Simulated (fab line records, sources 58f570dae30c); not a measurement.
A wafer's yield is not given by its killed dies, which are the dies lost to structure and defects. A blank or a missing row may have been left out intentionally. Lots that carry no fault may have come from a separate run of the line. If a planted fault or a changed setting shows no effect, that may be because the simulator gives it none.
Which tool was responsible? + flow berkeley_cmos170 + Sampling: 14 lots, 42 wafers, 5 of 331 route steps

WHAT THE GAUGES READ, wafer by wafer
UCB170_NLDD_TW_MEAS_11.
| lot  | measured     | on            | NLDD_TW        |
|------|--------------|---------------|----------------|
| L651 | day 7 15:23  | film_metro-03 | 2168 2176 2171 |
| L650 | day 7 15:35  | film_metro-01 | 2197 2204 2209 |
| L652 | day 7 20:25  | film_metro-01 | 2194 2201 2210 |
| L653 | day 7 20:42  | film_metro-01 | 2204 2207 2192 |
| L654 | day 8 16:17  | film_metro-01 | 2199 2203 2214 |
| L656 | day 8 16:49  | film_metro-01 | 2201 2219 2214 |
| L655 | day 8 16:55  | film_metro-03 | 2174 2165 2170 |
| L658 | day 9 11:26  | film_metro-01 | 2201 2203 2201 |
| L661 | day 10 10:35 | film_metro-01 | 2197 2221 2212 |
| L660 | day 10 10:41 | film_metro-02 | 2189 2199 2209 |
| L665 | day 10 22:51 | film_metro-01 | 2198 2212 2206 |
| L664 | day 10 23:27 | film_metro-02 | 2195 2196 2201 |
| L673 | day 12 11:56 | film_metro-03 | 29 29 29       |
| L672 | day 12 12:14 | film_metro-03 | 29 29 29       |

UCB170_V1_CD_MEAS_12 targets a cd of 700 nm.
| lot  | measured     | on        | cd_nm (nm)        |
|------|--------------|-----------|-------------------|
| L651 | day 8 18:50  | cd_sem-01 | 701.4 702.5 701.3 |
| L650 | day 8 16:08  | cd_sem-01 | 700.1 700.7 699.0 |
| L652 | day 8 21:45  | cd_sem-02 | 701.1 701.5 699.4 |
| L653 | day 8 23:47  | cd_sem-02 | 698.6 700.3 699.5 |
| L654 | day 10 02:34 | cd_sem-01 | 698.7 699.5 699.2 |
| L656 | day 10 02:46 | cd_sem-01 | 698.8 699.4 696.8 |
| L655 | day 9 17:46  | cd_sem-02 | 699.2 701.0 699.1 |
| L658 | day 10 16:07 | cd_sem-01 | 697.5 697.2 697.7 |
| L661 | day 11 08:59 | cd_sem-02 | 700.9 702.4 701.7 |
| L660 | day 11 12:12 | cd_sem-01 | 699.8 699.5 700.6 |
| L665 | day 12 03:43 | cd_sem-01 | 697.0 698.6 700.0 |
| L664 | day 12 09:00 | cd_sem-01 | 699.3 698.1 697.7 |
| L673 | day 13 12:39 | cd_sem-01 | 701.4 700.7 702.4 |
| L672 | day 13 15:14 | cd_sem-02 | 698.8 698.4 698.3 |

WHICH TOOL RAN EACH LOT (tool, then ch and the chambers of the sampled wafers, then the start)
| lot  | UCB170_PLDD_STRIP_10                 | UCB170_NLDD_STRIP_10                 | UCB170_SILICIDE_RTA_04           |
|------|--------------------------------------|--------------------------------------|----------------------------------|
| L651 | plasma_asher-01 ch 0,1, day 7 10:05  | plasma_asher-04 ch 0,1, day 7 15:17  | rtp_anneal-01 ch 0, day 8 06:02  |
| L650 | plasma_asher-01 ch 0,1, day 7 10:18  | plasma_asher-03 ch 0,1, day 7 15:29  | rtp_anneal-01 ch 0, day 8 05:35  |
| L652 | plasma_asher-04 ch 0,1, day 7 18:34  | plasma_asher-03 ch 0,1, day 7 20:20  | rtp_anneal-02 ch 0, day 8 11:34  |
| L653 | plasma_asher-03 ch 0, day 7 18:50    | plasma_asher-02 ch 0,1, day 7 20:36  | rtp_anneal-01 ch 0, day 8 11:59  |
| L654 | plasma_asher-04 ch 0,1, day 8 14:13  | plasma_asher-03 ch 0,1, day 8 16:11  | rtp_anneal-01 ch 0, day 9 09:04  |
| L656 | plasma_asher-01 ch 0,1, day 8 14:40  | plasma_asher-02 ch 0,1, day 8 16:44  | rtp_anneal-02 ch 0, day 9 09:12  |
| L655 | plasma_asher-03 ch 1, day 8 14:51    | plasma_asher-03 ch 0,1, day 8 16:49  | rtp_anneal-02 ch 0, day 9 08:02  |
| L658 | plasma_asher-03 ch 0,1, day 9 09:35  | plasma_asher-04 ch 0,1, day 9 11:20  | rtp_anneal-01 ch 0, day 10 05:14 |
| L661 | plasma_asher-01 ch 0,1, day 10 07:59 | plasma_asher-03 ch 0,1, day 10 10:30 | rtp_anneal-02 ch 0, day 10 23:17 |
| L660 | plasma_asher-03 ch 0,1, day 10 08:05 | plasma_asher-02 ch 0,1, day 10 10:34 | rtp_anneal-02 ch 0, day 10 23:59 |
| L665 | plasma_asher-04 ch 0,1, day 10 20:56 | plasma_asher-02 ch 0,1, day 10 22:45 | rtp_anneal-02 ch 0, day 11 11:24 |
| L664 | plasma_asher-01 ch 0,1, day 10 21:10 | plasma_asher-03 ch 0,1, day 10 23:14 | rtp_anneal-01 ch 0, day 11 17:09 |
| L673 | plasma_asher-04 ch 0,1, day 12 09:41 | plasma_asher-02 ch 0,1, day 12 11:50 | rtp_anneal-01 ch 0, day 12 23:13 |
| L672 | plasma_asher-04 ch 1, day 12 10:04   | plasma_asher-04 ch 0, day 12 12:07   | rtp_anneal-02 ch 0, day 12 23:50 |
- UCB170_PLDD_STRIP_10: strips in O2.
- UCB170_NLDD_STRIP_10: strips in O2.
- UCB170_SILICIDE_RTA_04: time 15 s.

WHAT THE TOOLS THEMSELVES READ (means of the sampled wafers that have a number; where no wafer has one, the mark that the record gives instead)
UCB170_PLDD_STRIP_10.
| lot  | tool            | chamber_pressure_mTorr (mTorr) | drypump_motor_current_A (A) | oes_product_au (a.u.) | strip_time_to_endpoint_s (s) |
|------|-----------------|--------------------------------|-----------------------------|-----------------------|------------------------------|
| L651 | plasma_asher-01 | 3501                           | 6.0                         | 0.738                 | 21.64                        |
| L650 | plasma_asher-01 | 3501                           | 5.9                         | 0.735                 | 21.70                        |
| L652 | plasma_asher-04 | 3503                           | 5.5                         | 0.738                 | 21.62                        |
| L653 | plasma_asher-03 | 3498                           | 6.7                         | 0.732                 | 21.62                        |
| L654 | plasma_asher-04 | 3497                           | 5.6                         | 0.738                 | 21.63                        |
| L656 | plasma_asher-01 | 3501                           | 6.0                         | 0.738                 | 21.64                        |
| L655 | plasma_asher-03 | 3496                           | 5.7                         | 0.736                 | 21.57                        |
| L658 | plasma_asher-03 | 3499                           | 6.3                         | 0.740                 | 21.67                        |
| L661 | plasma_asher-01 | 3499                           | 5.9                         | 0.732                 | 21.61                        |
| L660 | plasma_asher-03 | 3500                           | 6.0                         | 0.734                 | 21.53                        |
| L665 | plasma_asher-04 | 3501                           | 5.5                         | 0.738                 | 21.50                        |
| L664 | plasma_asher-01 | 3502                           | 6.0                         | 0.735                 | 21.61                        |
| L673 | plasma_asher-04 | -                              | -                           | -                     | -                            |
| L672 | plasma_asher-04 | -                              | -                           | -                     | -                            |

UCB170_NLDD_STRIP_10.
| lot  | tool            | chamber_pressure_mTorr (mTorr) | drypump_motor_current_A (A) | oes_product_au (a.u.) | strip_time_to_endpoint_s (s) |
|------|-----------------|--------------------------------|-----------------------------|-----------------------|------------------------------|
| L651 | plasma_asher-04 | 3501                           | 5.6                         | 0.732                 | 21.57                        |
| L650 | plasma_asher-03 | 3500                           | 6.0                         | 0.735                 | 21.64                        |
| L652 | plasma_asher-03 | 3497                           | 6.0                         | 0.731                 | 21.65                        |
| L653 | plasma_asher-02 | 3498                           | 6.0                         | 0.733                 | 21.59                        |
| L654 | plasma_asher-03 | 3502                           | 6.4                         | 0.739                 | 21.58                        |
| L656 | plasma_asher-02 | 3496                           | 5.5                         | 0.730                 | 21.62                        |
| L655 | plasma_asher-03 | 3501                           | 6.0                         | 0.730                 | 21.69                        |
| L658 | plasma_asher-04 | 3501                           | 5.6                         | 0.735                 | 21.63                        |
| L661 | plasma_asher-03 | 3501                           | 6.0                         | 0.736                 | 21.62                        |
| L660 | plasma_asher-02 | 3502                           | 5.5                         | 0.738                 | 21.64                        |
| L665 | plasma_asher-02 | 3500                           | 5.5                         | 0.734                 | 21.67                        |
| L664 | plasma_asher-03 | 3499                           | 6.0                         | 0.737                 | 21.59                        |
| L673 | plasma_asher-02 | 3499                           | 5.5                         | 0.738                 | 47.84                        |
| L672 | plasma_asher-04 | 3496                           | 5.6                         | 0.739                 | 47.85                        |

UCB170_SILICIDE_RTA_04.
| lot  | tool          | lamp_power_pct (%) | wafer_temp_C_max |
|------|---------------|--------------------|------------------|
| L651 | rtp_anneal-01 | 10.5               | 652.8            |
| L650 | rtp_anneal-01 | 10.5               | 653.1            |
| L652 | rtp_anneal-02 | 9.4                | 651.7            |
| L653 | rtp_anneal-01 | 10.5               | 652.5            |
| L654 | rtp_anneal-01 | 10.5               | 652.0            |
| L656 | rtp_anneal-02 | 9.4                | 652.2            |
| L655 | rtp_anneal-02 | 9.4                | 651.7            |
| L658 | rtp_anneal-01 | 10.5               | 653.3            |
| L661 | rtp_anneal-02 | 9.4                | 652.0            |
| L660 | rtp_anneal-02 | 9.4                | 651.1            |
| L665 | rtp_anneal-02 | 9.4                | 651.8            |
| L664 | rtp_anneal-01 | 10.5               | 652.4            |
| L673 | rtp_anneal-01 | 10.5               | 652.1            |
| L672 | rtp_anneal-02 | 9.4                | 651.5            |

THE ANSWER, worked out from the rows above alone
Rule: the usual values come from the lots themselves. Put in order of their means at a reading, lots are off if they are a third of the lots or fewer, leave a main group of 4 or more, and stand apart from it by a gap of 3 or more times the standard deviation of the main group's means; of several such gaps the widest counts. The tables above print the reading to a certain number of digits; a main group whose means all agree to those digits is not used. Also off: a lot with no number at a reading for which 4 or more lots have one. The other lots that the step has rows for count as sound. The gauges are gone through in route order, then the tools' own readings, and for those a lot's mean is taken as printed above. At the first step where some lot is off, the reading lying furthest off is the one used; lots without a number count as furthest.
Off: L673, L672, at UCB170_NLDD_TW_MEAS_11 (NLDD_TW). The main group has a mean of 2198 with a standard deviation of 13.
A tool fits if, at a process step before that reading, it ran every lot that is off, and no sound lot after the first of them. The gauges at UCB170_NLDD_TW_MEAS_11 aren't tried: what is off there is off at UCB170_PLDD_STRIP_10 too, on other tools, and a gauge's error can't cause that. One candidate fits, namely plasma_asher-04 at UCB170_PLDD_STRIP_10. A fault onset in the window from L665 (day 10 20:56, its last sound lot) to L673 (day 12 09:41, its first lot off) fits.
Blank at UCB170_PLDD_STRIP_10 on the lots that are off, where sound lots have numbers: chamber_pressure_mTorr, drypump_motor_current_A, oes_product_au, strip_time_to_endpoint_s.

WHAT THE SIMULATOR PUT IN
Beginning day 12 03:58, the whole step at UCB170_PLDD_STRIP_10 was skipped on plasma_asher-04. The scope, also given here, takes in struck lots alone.
Struck lots among those shown: L673, L672. The rule given above showed the same thing.
